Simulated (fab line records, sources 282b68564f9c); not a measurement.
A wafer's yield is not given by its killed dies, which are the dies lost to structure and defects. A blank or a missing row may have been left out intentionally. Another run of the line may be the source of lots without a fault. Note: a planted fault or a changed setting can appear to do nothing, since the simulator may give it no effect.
What tool caused it? ; flow rit-cmos ; 15 lots with 45 wafers sampled at 3 steps, on a route of 202 steps

WHAT EACH GAUGE READ, for each wafer
RIT_M1_RS_MEAS_01: measurement is done with a four-point probe. Usual: M1_AL_RS 0.0735 ohm/sq, standard deviation 0.00083.
lot;measured;on;M1_AL_RS (ohm/sq);flag
L880;day 3 16:43;film-metro-04;0.0752 0.0746 0.0746;
L881;day 3 18:28;film-metro-02;0.0730 0.0738 0.0733;
L882;day 4 05:20;film-metro-02;0.0732 0.0739 0.0724;
L884;day 4 12:10;film-metro-03;0.0736 0.0738 0.0736;
L887;day 4 23:57;film-metro-04;- - -;OFF
L888;day 5 09:28;film-metro-04;- - -;OFF
L889;day 5 13:23;film-metro-03;- - -;OFF
L892;day 6 06:06;film-metro-02;0.0730 0.0731 0.0727;
L894;day 6 21:26;film-metro-04;0.0719 0.0718 0.0725;
L896;day 7 11:46;film-metro-03;0.0739 0.0730 0.0730;
L897;day 7 18:40;film-metro-04;0.0737 0.0732 0.0750;
L900;day 8 08:29;film-metro-03;0.0741 0.0737 0.0738;
L899;day 8 08:49;film-metro-04;0.0720 0.0711 0.0726;
L901;day 8 17:04;film-metro-03;0.0739 0.0734 0.0737;
L902;day 8 23:23;film-metro-04;0.0726 0.0728 0.0721;

RIT_M1_THK_MEAS_02: measures by xrf. Usual: M1_AL_THK 400 nm, standard deviation 4.7.
lot;measured;on;M1_AL_THK (nm);flag
L880;day 3 16:50;film-metro-04;392 393 395;
L881;day 3 18:34;film-metro-02;401 395 397;
L882;day 4 05:26;film-metro-02;399 396 405;
L884;day 4 12:17;film-metro-03;399 398 399;
L887;day 5 00:04;film-metro-04;<0 <0 <0;OFF
L888;day 5 09:35;film-metro-04;<0 <0 <0;OFF
L889;day 5 13:29;film-metro-03;<1 <1 <1;OFF
L892;day 6 06:13;film-metro-02;400 404 403;
L894;day 6 21:34;film-metro-04;410 411 406;
L896;day 7 11:52;film-metro-03;395 401 399;
L897;day 7 18:47;film-metro-04;401 402 395;
L900;day 8 08:35;film-metro-03;394 400 398;
L899;day 8 08:56;film-metro-04;408 413 407;
L901;day 8 17:11;film-metro-03;398 398 397;
L902;day 8 23:30;film-metro-04;408 406 408;

WHICH TOOL RAN EACH LOT (tool, then ch and the chambers of the sampled wafers, then the start)
lot;RIT_M1_SPUTTER_00
L880;pvd-sputter-01, day 3 16:25
L881;pvd-sputter-03, day 3 18:08
L882;pvd-sputter-04, day 4 05:01
L884;pvd-sputter-04, day 4 11:52
L887;pvd-sputter-01, day 4 23:38
L888;pvd-sputter-04, day 5 09:10
L889;pvd-sputter-03, day 5 13:03
L892;pvd-sputter-04, day 6 05:48
L894;pvd-sputter-04, day 6 21:09
L896;pvd-sputter-04, day 7 11:26
L897;pvd-sputter-03, day 7 18:21
L900;pvd-sputter-01, day 8 08:10
L899;pvd-sputter-04, day 8 08:31
L901;pvd-sputter-01, day 8 16:46
L902;pvd-sputter-04, day 8 23:04
- RIT_M1_SPUTTER_00: material Al, target thk 400 nm, time 500 s.

WHAT THE TOOLS THEMSELVES READ (means of the sampled wafers that have a number; where no wafer has one, the mark that the record gives instead)
RIT_M1_SPUTTER_00. Usual: cathode-dc-power-W 2000.1 W, standard deviation 0.35; chamber-pressure-pa 0.4000 Pa, standard deviation 0.00082; throttle-valve-pct 30.2 %, standard deviation 1.1.
lot;tool;cathode-dc-power-W (W);chamber-pressure-pa (Pa);throttle-valve-pct (%);flag
L880;pvd-sputter-01;2000.3;0.3995;29.2;
L881;pvd-sputter-03;2000.4;0.3996;29.9;
L882;pvd-sputter-04;2000.0;0.3997;29.7;
L884;pvd-sputter-04;2000.0;0.3993;30.3;
L887;pvd-sputter-01;-;-;-;OFF
L888;pvd-sputter-04;-;-;-;OFF
L889;pvd-sputter-03;-;-;-;OFF
L892;pvd-sputter-04;1999.9;0.3996;29.0;
L894;pvd-sputter-04;2000.3;0.3993;29.7;
L896;pvd-sputter-04;2000.2;0.4000;30.1;
L897;pvd-sputter-03;2000.2;0.4003;30.1;
L900;pvd-sputter-01;2000.3;0.4001;30.9;
L899;pvd-sputter-04;2000.1;0.3995;29.9;
L901;pvd-sputter-01;2000.0;0.4013;30.3;
L902;pvd-sputter-04;2000.2;0.3999;29.7;

THE ANSWER, worked out from the rows above alone
Rule: lot off if the mean of its wafers having a number is beyond 3 standard deviations from the usual mean. Also off: a lot with no number at a reading for which 4 or more lots have one. The other lots that the step has rows for count as sound. First the gauges in route order, then the tools' own readings, where a lot's mean is used as printed above. At the first step where some lot is off, the reading lying furthest off is the one used; lots without a number count as furthest.
Off: L887, L888, L889, at RIT_M1_RS_MEAS_01 (M1_AL_RS). Without a number there: L887, L888, L889.
A tool fits if, at a process step before that reading, it ran every lot that is off, and no sound lot after the first of them. The gauges at RIT_M1_RS_MEAS_01 aren't tried: what is off there is off at RIT_M1_SPUTTER_00 too, on other tools, and a gauge's error can't cause that. No candidate that was tried fits.

WHAT THE SIMULATOR HAD PUT IN
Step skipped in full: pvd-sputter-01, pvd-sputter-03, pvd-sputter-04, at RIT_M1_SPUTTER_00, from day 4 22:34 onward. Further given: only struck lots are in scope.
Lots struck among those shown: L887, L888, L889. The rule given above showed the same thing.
